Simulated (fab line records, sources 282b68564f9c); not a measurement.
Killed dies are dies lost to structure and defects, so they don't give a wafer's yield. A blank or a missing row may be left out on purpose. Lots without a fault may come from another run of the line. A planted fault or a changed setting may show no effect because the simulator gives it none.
fab line records | flow rit_cmos
record lots=7 wafers=21 last_day=7
route steps=202 shown NWELL@30 PWELL@39 M1@202
lots that met no fault: from a run of the same line without faults
start_h: hours from the record's first day to the start of the lot's first wafer shown | wait_h: hours since the lot's step before | " the same as in the row above | L1.1+2: a row that stands for several wafers | - no value, or no start given | * or withheld: withheld | < > ~ a bound
route shown NAME@n: a module of which the file shows steps, and the number in the route of the first | usual: mean/standard deviation of fault-free wafers | same: alike in all rows | chamber/n: place in a boat | sites: the reading at each site | _std_site: their standard deviation | _edge_site: outer sites' mean less inner sites' | radius_mm: how far each site lies from the wafer's centre | mask NAME#n: copy n | behind: the tool/chamber that last shaped the wafer | hold: why the lot was held/for how many hours/how that ended | device: the transistor (n, p or np) that didn't switch | end of line: the same wafers' tests at the end of the route | a step without rows: its recipe alone | killed: dies lost to structure and defects at the first sort, not the wafer's yield | map: a wafer's dies, x killed, . not, _ none there
set.NAME: the setting as run; set.NAME@STEP: as run at that earlier step | model.NAME: the simulator's own value behind a step, which no gauge read
lots at some steps of the route; a table a step, a row a wafer
services: from which hour (start_h, from the record's first day; less than 0 if before it) a tool's chamber was out of use, for how many hours, and why
## steps
# step RIT_NWELL_SOFTBAKE_02
# recipe resist=NOVOLAK temp_c=90 time_s=60
# step RIT_NWELL_EXPOSE_03
# recipe mask_id=M2 na=0.57 target_cd_nm=43900 dose_mj=250
# step RIT_NWELL_PEB_04
# recipe resist=NOVOLAK temp_c=withheld time_s=withheld
# step RIT_NWELL_DEVELOP_05
# recipe resist=NOVOLAK develop_time_s=68 dev_temp_c=23
# step RIT_NWELL_OVL_MEAS_06
# usual NWELL_OVL=0.7/1.3
# columns lot.wafer tool chamber start_h wait_h NWELL_OVL[nm]
L199.2 overlay-02 - 43.23 - -0.9
L199.3 " - " " -0.8
L199.5 " - " " -0.5
L200.3 overlay-01 - 47.98 - -0.1
L200.4 " - " " -2.2
L200.6 " - " " -1.9
L201.3 overlay-02 - 52.09 - 1.0
L201.4 " - " " -0.3
L201.5 " - " " 0.4
L203.2 overlay-01 - 60.67 - -1.8
L203.5 " - " " -1.2
L203.6 " - " " -1.9
L207.4 overlay-01 - 81.57 - 1.0
L207.5 " - " " 1.7
L207.6 " - " " 2.3
L210.2 overlay-01 - 96.25 - 0.3
L210.3 " - " " -2.4
L210.4 " - " " -0.3
L214.1 overlay-01 - 127.10 - 1.4
L214.3 " - " " 0.8
L214.6 " - " " 1.1
# step RIT_NWELL_HARDBAKE_07
# recipe resist=NOVOLAK temp_c=140 time_s=120
# step RIT_NWELL_IMPLANT_08
# recipe species=P energy_kev=170 dose_cm2=5e+13 tilt_deg=7
# step RIT_NWELL_STRIP_09
# recipe chemistry=O2 time_s=180 resist=NOVOLAK platen_temp_c=withheld power_w=500 pressure_mtorr=4000 o2_flow_sccm=4000
# usual drypump_motor_current_A=5.7/0.38
# columns lot.wafer tool chamber start_h wait_h drypump_motor_current_A rf_hours_counter_h
L199.2 plasma_asher-04 0 43.66 0.1 5.3 43
L199.3 " 1 " " 5.9 -
L199.5 " 1 " " 5.9 -
L200.3 plasma_asher-04 1 48.46 0.1 5.9 -
L200.4 " 0 " " 5.3 -
L200.6 " 0 " " 5.3 -
L201.3 plasma_asher-02 0 52.57 0.1 6.5 -
L201.4 " 1 " " 5.9 -
L201.5 " 0 " " 6.5 -
L203.2 plasma_asher-04 1 61.10 0.1 5.9 45
L203.5 " 0 " " 5.3 -
L203.6 " 1 " " 5.9 -
L207.4 plasma_asher-04 1 82.05 0.1 5.9 -
L207.5 " 1 " " 5.9 -
L207.6 " 0 " " 5.3 -
L210.2 plasma_asher-03 1 96.68 0.1 5.2 30
L210.3 " 1 " " 5.2 -
L210.4 " 0 " " 5.8 -
L214.1 plasma_asher-04 0 127.54 0.1 5.3 52
L214.3 " 1 " " 5.9 -
L214.6 " 0 " " 5.3 -
# step RIT_NWELL_TW_MEAS_10
# usual NWELL_TW=2154/16
# columns lot.wafer tool chamber start_h wait_h NWELL_TW
L199.2 film_metro-04 - 43.84 0.1 2144
L199.3 " - " " 2138
L199.5 " - " " 2143
L200.3 film_metro-03 - 48.60 0.1 2165
L200.4 " - " " 2150
L200.6 " - " " 2167
L201.3 film_metro-04 - 52.71 0.1 2133
L201.4 " - " " 2129
L201.5 " - " " 2133
L203.2 film_metro-02 - 61.29 0.1 2146
L203.5 " - " " 2148
L203.6 " - " " 2145
L207.4 film_metro-02 - 82.19 0.1 2147
L207.5 " - " " 2148
L207.6 " - " " 2138
L210.2 film_metro-02 - 96.86 0.1 2142
L210.3 " - " " 2162
L210.4 " - " " 2154
L214.1 film_metro-03 - 127.71 0.1 2191
L214.3 " - " " 2180
L214.6 " - " " 2186
# step RIT_PWELL_HMDS_00
# recipe prime_time_s=60 prime_temp_c=140
# step RIT_PWELL_COAT_01
# recipe resist=NOVOLAK spin_rpm=2000 resist_thk_nm=1300
# step RIT_PWELL_SOFTBAKE_02
# recipe resist=NOVOLAK temp_c=90 time_s=60
# step RIT_PWELL_EXPOSE_03
# recipe mask_id=M3 na=0.57 target_cd_nm=43700 dose_mj=250
# columns lot.wafer tool chamber start_h wait_h mask model.PWELL.overlay_x_nm
L199.2+3+5 iline_stepper-01 0 44.49 0.2 M3#0 0.4
L200.3+4+6 iline_stepper-02 0 49.32 0.3 M3#0 0.4891
L201.3+4+5 iline_stepper-01 0 53.36 0.2 M3#0 6217
L203.2+5+6 iline_stepper-01 0 62.01 0.3 M3#0 6217
L207.4+5+6 iline_stepper-01 0 83.10 0.2 M3#0 6216
L210.2+3+4 iline_stepper-02 0 97.38 0.1 M3#0 -0.2154
L214.1+3+6 iline_stepper-02 0 128.35 0.2 M3#0 2.256
# step RIT_PWELL_PEB_04
# recipe resist=NOVOLAK temp_c=withheld time_s=withheld
# step RIT_PWELL_DEVELOP_05
# recipe resist=NOVOLAK develop_time_s=68 dev_temp_c=23
# step RIT_PWELL_OVL_MEAS_06
# usual PWELL_OVL=0.2/1.2
# columns lot.wafer tool chamber start_h wait_h hold PWELL_OVL[nm]
L199.2 overlay-02 - 44.90 - - -0.1
L199.3 " - " " - 1.9
L199.5 " - " " - -0.7
L200.3 overlay-01 - 49.74 - - 1.0
L200.4 " - " " - -0.3
L200.6 " - " " - 0.2
L201.3 overlay-01 - 53.76 - await_dispo/0.2h/release -
L201.4 " - " " await_dispo/0.2h/release -
L201.5 " - " " await_dispo/0.2h/release -
L201.3 overlay-01 - 53.97 0.2 - -
L201.4 " - " " - -
L201.5 " - " " - -
L203.2 overlay-02 - 62.46 - await_dispo/0.2h/release -
L203.5 " - " " await_dispo/0.2h/release -
L203.6 " - " " await_dispo/0.2h/release -
L203.2 overlay-02 - 62.67 0.2 - -
L203.5 " - " " - -
L203.6 " - " " - -
L207.4 overlay-02 - 83.60 - await_dispo/0.2h/release -
L207.5 " - " " await_dispo/0.2h/release -
L207.6 " - " " await_dispo/0.2h/release -
L207.4 overlay-02 - 83.80 0.2 - -
L207.5 " - " " - -
L207.6 " - " " - -
L210.2 overlay-01 - 97.80 - - 0.9
L210.3 " - " " - 0.2
L210.4 " - " " - 0.6
L214.1 overlay-02 - 128.78 - - -0.2
L214.3 " - " " - -0.1
L214.6 " - " " - -1.0
# step RIT_M1_PROBE_99
# usual defect_limited_yield=97.2/1.2 killed_at_contacts=0.1/0.27 killed_at_front_end=7/3.1 killed_dies=7/3.2 killed_open=3.8/2.1 killed_short=3.6/2 sort_bin_3_pad_short=0.1/0.22 sort_bin_5_function=1.7/0.8 sort_bin_6_memory=1.0/0.64 sort_n_pass=257/3.2 sort_yield_pct=97.2/1.2
# same gross_dies=264 killed_at_M0_to_M3=0 killed_at_M4_up=0 killed_at_back_side=0 killed_at_other=0
# columns lot.wafer tool chamber start_h wait_h defect_limited_yield[%] killed_at_contacts killed_at_front_end killed_dies killed_open killed_short sort_bin_3_pad_short[%] sort_bin_5_function[%] sort_bin_6_memory[%] sort_n_pass sort_yield_pct[%]
L199.2 prober-01 - 85.30 0.1 97.7 0 6 6 4 2 0 1.1 1.1 258 97.7
L199.3 prober-01 - 85.35 0.2 98.1 1 4 5 3 2 0 1.1 0.8 259 98.1
L199.5 prober-01 - 85.45 0.2 97.3 0 7 7 4 3 0 1.9 0.8 257 97.3
L214.1 prober-02 - 173.00 0.1 97.3 0 7 7 3 4 0 2.3 0.4 257 97.3
L214.3 prober-02 - 173.10 0.2 98.5 0 4 4 3 1 0 1.1 0.4 260 98.5
L214.6 prober-02 - 173.25 0.2 94.7 0 14 14 7 7 0 3.0 2.3 250 94.7
# killed by level:class
L199.2 GATE:geometric_particle:open=1 GATE:geometric_particle:short=1 REOX:geometric_particle:open=1 SPACER:geometric_particle:open=1 SPACER:geometric_particle:short=1 SILICIDE:geometric_particle:open=1
L199.3 ACTIVE:geometric_particle:open=1 FOX2:geometric_particle:short=1 GATE:geometric_particle:short=1 REOX:geometric_particle:open=1 CONTACT:geometric_particle:open=1
L199.5 FOX2:geometric_particle:short=2 GATE:geometric_particle:open=2 SPACER:geometric_particle:open=1 GATE:geometric_particle:short=1 SILICIDE:geometric_particle:open=1
L214.1 GATE:geometric_particle:short=4 FOX1:geometric_particle:open=1 GATE:geometric_particle:open=1 SPACER:geometric_particle:open=1
L214.3 SILICIDE:geometric_particle:open=2 GATE:geometric_particle:short=1 SPACER:geometric_particle:open=1
L214.6 GATE:geometric_particle:short=3 SILICIDE:geometric_particle:short=3 SILICIDE:geometric_particle:open=3 GATE:geometric_particle:open=2 REOX:geometric_particle:open=2 SPACER:geometric_particle:short=1
## services
# columns tool chamber start_h hours kind
iline_stepper-01 - 35.63 7.5 repair
plasma_asher-03 - 54.35 4.3 repair
iline_stepper-02 - 60.80 1.7 pm
iline_stepper-01 - 73.14 2.1 pm
iline_stepper-01 - 75.23 - consumable_replace:lamp
plasma_asher-02 - 108.75 9.0 pm
plasma_asher-02 0 108.75 9.0 vent_cycle
plasma_asher-02 1 108.75 9.0 vent_cycle
plasma_asher-02 0 117.75 - clean
plasma_asher-02 1 117.75 - clean
iline_stepper-02 - 120.50 3.4 repair
## key
first_sign step=RIT_PWELL_OVL_MEAS_06 reading=visit direction=added
effect step=RIT_PWELL_OVL_MEAS_06 reading=hold direction=added
model_effect step=RIT_PWELL_EXPOSE_03 value=PWELL.overlay_x_nm without=-1.305 struck=6217
met_at RIT_PWELL_EXPOSE_03
struck_wafers L201.3,L201.4,L201.5,L203.2,L203.5,L203.6,L207.4,L207.5,L207.6
scrapped_behind RIT_PWELL_OVL_MEAS_06 L201.3,L201.4,L201.5,L203.2,L203.5,L203.6,L207.4,L207.5,L207.6
onset_between 44.49 53.36
fault kind=scanner_matching_overlay tool=iline_stepper-01 chamber=- onset_h=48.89 steps=RIT_PWELL_EXPOSE_03 offset=6218.2
